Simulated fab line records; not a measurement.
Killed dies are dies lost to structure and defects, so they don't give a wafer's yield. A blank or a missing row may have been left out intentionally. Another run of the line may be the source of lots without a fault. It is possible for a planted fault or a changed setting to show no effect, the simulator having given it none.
2 desks looking at one fault :: flow berkeley_cmos170 :: what lay behind the numbers comes last; until then each desk has only its own

== THE METROLOGY DESK ==
What the gauges read, lot by lot, whatever tool the lot ran on: means of the sampled wafers that have a number. The brackets show how far a lot's mean lies from the usual mean; more than 4 standard deviations puts the lot out of limits, marked OUT.
Columns: A = NSD_OVL at UCB170_NSD_OVL_MEAS_07, usual -1 nm; B = CONTACT_PSG_THK at UCB170_CONTACT_THK_MEAS_02, usual 701 nm; C = cd_nm at UCB170_CONTACT_CD_MEAS_15, usual 700.2 nm
lot: L172
first seen here: day 7 04:05
A: -0
B: 696
C: 700.3

lot: L171
first seen here: day 7 04:15
A: -2
B: 702
C: 700.2

lot: L170
first seen here: day 7 04:31
A: -8
B: 711
C: 699.3

lot: L173
first seen here: day 7 07:25
A: 7
B: 706
C: 699.9

lot: L177
first seen here: day 7 20:14
A: -7
B: 692
C: 700.5

lot: L176
first seen here: day 7 20:31
A: 5
B: 701
C: 700.8

lot: L179
first seen here: day 8 20:41
A: 2
B: 708
C: 701.9

lot: L183
first seen here: day 9 13:52
A: 3
B: 403 (-41) OUT
C: 700.1

lot: L186
first seen here: day 9 23:49
A: 2
B: 702
C: 699.1

lot: L187
first seen here: day 10 00:34
A: 2
B: 693
C: 700.6

lot: L185
first seen here: day 10 03:59
A: -5
B: 700
C: 700.6

lot: L190
first seen here: day 10 06:45
A: 5
B: 701
C: 699.4

lot: L193
first seen here: day 11 06:45
A: 1
B: 693
C: 698.9
This desk's finding: out of limits on L183; first on L183, day 9 18:14 (CONTACT_PSG_THK at UCB170_CONTACT_THK_MEAS_02). Within limits: L172, L171, L170, L173, L177, L176, L179, L186, L187, L185, L190, L193.

== AT THE TOOL OWNER'S DESK: lpcvd-02 ==
The tool's own readings at UCB170_CONTACT_CVD_01 (deposits PSG from SiH4/O2/PH3, target thk 700 nm, time 2820 s): means of the sampled wafers that have a number, for each lot that ran on this tool. The brackets show how far a lot's mean lies from the usual mean; more than 4 standard deviations puts the lot out of limits, marked OUT.
Columns: A = o2_flow_sccm at UCB170_CONTACT_CVD_01, usual 89.9 sccm; B = zone_power_centre_pct at UCB170_CONTACT_CVD_01, usual 18.6 %
lot: L176
first seen here: day 7 23:50
A: 89.6
B: 18.3

lot: L177
first seen here: day 7 23:50
A: 89.5
B: 18.4

lot: L179
first seen here: day 8 23:26
A: 89.7
B: 19.1

lot: L183
first seen here: day 9 16:27
A: 89.9
B: 18.2

lot: L186
first seen here: day 10 03:02
A: 89.7
B: 19.0

lot: L185
first seen here: day 10 06:44
A: 89.9
B: 18.9
This desk's verdict: no lot among the 6 shows anything out of limits.

== ALL TOGETHER ==
L183 would have let the metrology desk raise an alarm at day 9 18:14.
The tool owner's desk saw nothing out of limits.
The tool owner's desk has L183 on record, within its limits.
Of the lots named, all ran UCB170_CONTACT_CVD_01 on lpcvd-02.

== WHAT WAS PUT IN BY THE SIMULATOR ==
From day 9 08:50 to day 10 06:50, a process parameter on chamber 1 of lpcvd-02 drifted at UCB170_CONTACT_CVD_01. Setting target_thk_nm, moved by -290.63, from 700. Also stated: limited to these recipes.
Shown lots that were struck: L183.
Hours from the fault's start to each desk's first reading out of limits: the metrology desk, 9.
